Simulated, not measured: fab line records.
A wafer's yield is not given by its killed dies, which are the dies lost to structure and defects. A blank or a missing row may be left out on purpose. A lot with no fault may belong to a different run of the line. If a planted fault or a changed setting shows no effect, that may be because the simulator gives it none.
Code-filled problem report in 8D (eight disciplines) form | flow berkeley cmos170 | the parts of the form that need people (team, actions taken, sign-off) are left out

1. WHAT WENT WRONG
Across 9 wafers from 3 lots, PSD_TW at UCB170_PSD_TW_MEAS_10 averages 2087, while fault-free wafers read 2328 with a standard deviation of 15. Measured from the usual mean, that is -16 standard deviations.
The first sign was on wafer L619.1 at day 10 14:19, on film metro-03. At this step, 45 wafers from 15 lots have a number in the record. Rule for "out", or "out of limits": more than 4 standard deviations from the usual mean. The other wafers with a number count as sound.

2. WHAT IT IS AND WHAT IT IS NOT
question                    | is                                          | is not
which readings at this step | PSD_TW                                      | -
which lots                  | L619, L620, L624                            | L610, L611, L612, L614, L615, L616, L617, L618, L623, L628, L631, L632
which wafers of those lots  | all that have a number                      | -
read on which gauges        | film metro-01, film metro-03, film metro-04 | -
when                        | from day 10 14:19                           | up to then (24 sound wafers); but 12 sound wafers of L623, L628, L631, L632 came after

3. WHAT RULES OUT EACH SUSPECT
Counting: a tool at any process step up to the reading remains a suspect when it ran all the lots that are out and ran no sound lot after the first of those.
- the gauge at UCB170_PSD_TW_MEAS_10: ruled out. The wafers that are out were read on 3 gauges (film metro-01, film metro-03, film metro-04).
- implanter-03 at UCB170_PSD_IMPLANT_08: kept. Every lot that is out went through it, starting with L619 (day 10 14:04), and after that it ran no sound lot; the last sound lot it ran before then is L616 (day 10 06:05). Its own dose ions cm2, faraday current uA readings are out on those wafers.
The count leaves implanter-03 at UCB170_PSD_IMPLANT_08.

4. THE CAUSE (what the simulator had put in)
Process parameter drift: implanter-03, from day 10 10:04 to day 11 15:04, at UCB170_PSD_IMPLANT_08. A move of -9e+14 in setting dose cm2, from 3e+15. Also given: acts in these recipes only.
After counting, this tool was the only one left.

5. THE EFFECT CHAIN, in route order
One row per reading whose mean, taken over the struck wafers that have a number, lies over 3 standard deviations from the usual. Only readings for which the record gives a usual standard deviation are gone through. hours: the time from each lot's start at the first step in this table that gives one to its start at this step, as a median over the lots. sigmas: the change in usual standard deviations.
hours | step                       | reading                   | usual         | on struck wafers | change    | sigmas
0     | UCB170_PSD_IMPLANT_08      | dose ions cm2             | 3e+15         | 2e+15            | -9e+14    | -99 or more
0     | UCB170_PSD_IMPLANT_08      | end station pressure torr | 1.26e-05 Torr | 1.02e-05         | -2.36e-06 | -3.6
0     | UCB170_PSD_IMPLANT_08      | faraday current uA        | 9243          | 6538             | -2705     | -14
0     | UCB170_PSD_STRIP_09        | oes product au            | 0.599 a.u.    | 0.653            | +0.054    | +11
0     | UCB170_PSD_STRIP_09        | strip time to endpoint s  | 29.39 s       | 25.70            | -3.69     | -40
0     | UCB170_PSD_TW_MEAS_10      | PSD_TW                    | 2328          | 2087             | -241      | -16
4     | UCB170_SDANNEAL_RS_MEAS_02 | PSD_RS                    | 75.5 ohm/sq   | 96.7             | +21.2     | +64
The process steps in it:
- UCB170_PSD_IMPLANT_08
- UCB170_PSD_STRIP_09: strips in O2.

6. HOW IT WOULD HAVE BEEN CAUGHT EARLIER
Counted from the fault's start at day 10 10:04, it took 4 hours until the first out-of-limits reading at a measuring or inspecting step in this record, taken at day 10 14:19.
The tool's own readings at UCB170_PSD_IMPLANT_08 were out on every struck wafer that the step has a row for (dose ions cm2, faraday current uA): an alarm limit on them would have fired on the first of those.
Among the 3 lots that are out, L624 began UCB170_PSD_IMPLANT_08 on implanter-03 after day 10 14:19. Holding the tool at that time would have saved it.
